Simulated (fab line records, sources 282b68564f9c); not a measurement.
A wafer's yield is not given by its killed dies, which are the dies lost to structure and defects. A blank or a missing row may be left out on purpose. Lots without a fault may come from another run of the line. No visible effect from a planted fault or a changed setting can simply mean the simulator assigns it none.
Struck lot and sound lot, side by side ; flow rit-cmos ; 16 steps out of a route of 202
Sound: wafers L985.2, L985.3, L985.6. Wafers struck: L990.1, L990.5, L990.6. Last of all comes the cause.
At each step with rows: each side's tool, then ch and its chambers, then its first start. Under that, the readings that differ: sound wafers ; struck wafers ; difference of the means ; sigmas: that difference in standard deviations of wafers without a fault.
alike: a reading whose means differ by less than 2 such deviations, as well as words and numbers matching on both sides. not compared: withheld readings; readings where some wafer has no value; bounds like >300 that might hide an equal value; numbers whose values overlap and for which the record gives no deviation.
Wherever a step has rows on one side only, a row that says differs or no value, or a row with sigmas, the two part there. Non-overlapping numbers with no deviation appear without sigmas and do not part them. A reading that every wafer of one side lacks parts them only if that side has two wafers or more.

RIT_ACTIVE_BOW_MEAS_00:
  sound on film-metro-02 at day 2 01:01; struck on film-metro-03 at day 3 02:00
  alike: INCOMING_BOW
then, 1 step without rows for these wafers: RIT_ACTIVE_OXIDATION_01 (target thk 46.8 nm, ox time 3360 s).
RIT_ACTIVE_THK_MEAS_02:
  sound on film-metro-02 at day 2 03:04; struck on film-metro-03 at day 3 04:03
  alike: ACTIVE_OXIDE_THK
RIT_ACTIVE_CVD_03: deposits Si3N4 from SiH2Cl2/NH3, target thk 150 nm, time 1500 s.
  sound on lpcvd-02 ch 0, day 2 03:07; struck on lpcvd-01 ch 1, day 3 04:07
  alike: susceptor-temp-C
RIT_ACTIVE_THK_MEAS_04:
  sound on film-metro-04 at day 2 04:32; struck on film-metro-04 at day 3 05:32
reading;sound;struck;difference;sigmas
ACTIVE_NITRIDE_THK (nm);148.7 149.2 150.1;118.0 117.8 119.2;-31.0;-26
then, 6 steps without rows for these wafers: RIT_ACTIVE_HMDS_05 (prime time 60 s); RIT_ACTIVE_COAT_06 (resist thk 1000 nm); RIT_ACTIVE_SOFTBAKE_07 (time 60 s); RIT_ACTIVE_EXPOSE_08 (exposes mask M1, target cd 1400 nm); RIT_ACTIVE_PEB_09; RIT_ACTIVE_DEVELOP_10 (develop time 50 s).
RIT_ACTIVE_CD_MEAS_11: the cd target is 1400 nm.
  sound on cd-sem-02 at day 2 05:36; struck on cd-sem-02 at day 3 06:26
  alike: cd-nm
then, 1 step without rows for these wafers: RIT_ACTIVE_HARDBAKE_12 (time 60 s).
RIT_ACTIVE_ETCH_13: etches Si3N4 in SF6, stops on SiO2, time 210 s, target depth 210 nm.
  sound on rie-diel-02 ch 0,2,3, day 2 05:51; struck on rie-diel-03 ch 1,2, day 3 06:43
reading;sound;struck;difference;sigmas
oes-product-au (a.u.);0.813 0.807 0.840;0.724 0.721 0.730;-0.095;-9
  alike: drypump-motor-current-A, rf-fwd-power-W, throttle-valve-pct
  not compared: rf-hours-counter-h
RIT_ACTIVE_STRIP_14: strips in O2, time 180 s.
  sound on plasma-asher-01 ch 0,1, day 2 05:59; struck on plasma-asher-01 ch 0,1, day 3 06:50
  alike: drypump-motor-current-A
  not compared: rf-hours-counter-h
RIT_M1_PROBE_99:
  sound on prober-01 at day 4 01:04; struck on prober-01 at day 5 03:05
  alike: killed-at-contacts, killed-at-front-end, killed-dies, killed-open, killed-short

== WHERE THEY PART ==
Last at RIT_ACTIVE_ETCH_13 as far as this record goes, first at RIT_ACTIVE_THK_MEAS_04. Later steps at which nothing parts them and some readings are alike: RIT_ACTIVE_STRIP_14, RIT_M1_PROBE_99.

WHY: what the simulator had put in
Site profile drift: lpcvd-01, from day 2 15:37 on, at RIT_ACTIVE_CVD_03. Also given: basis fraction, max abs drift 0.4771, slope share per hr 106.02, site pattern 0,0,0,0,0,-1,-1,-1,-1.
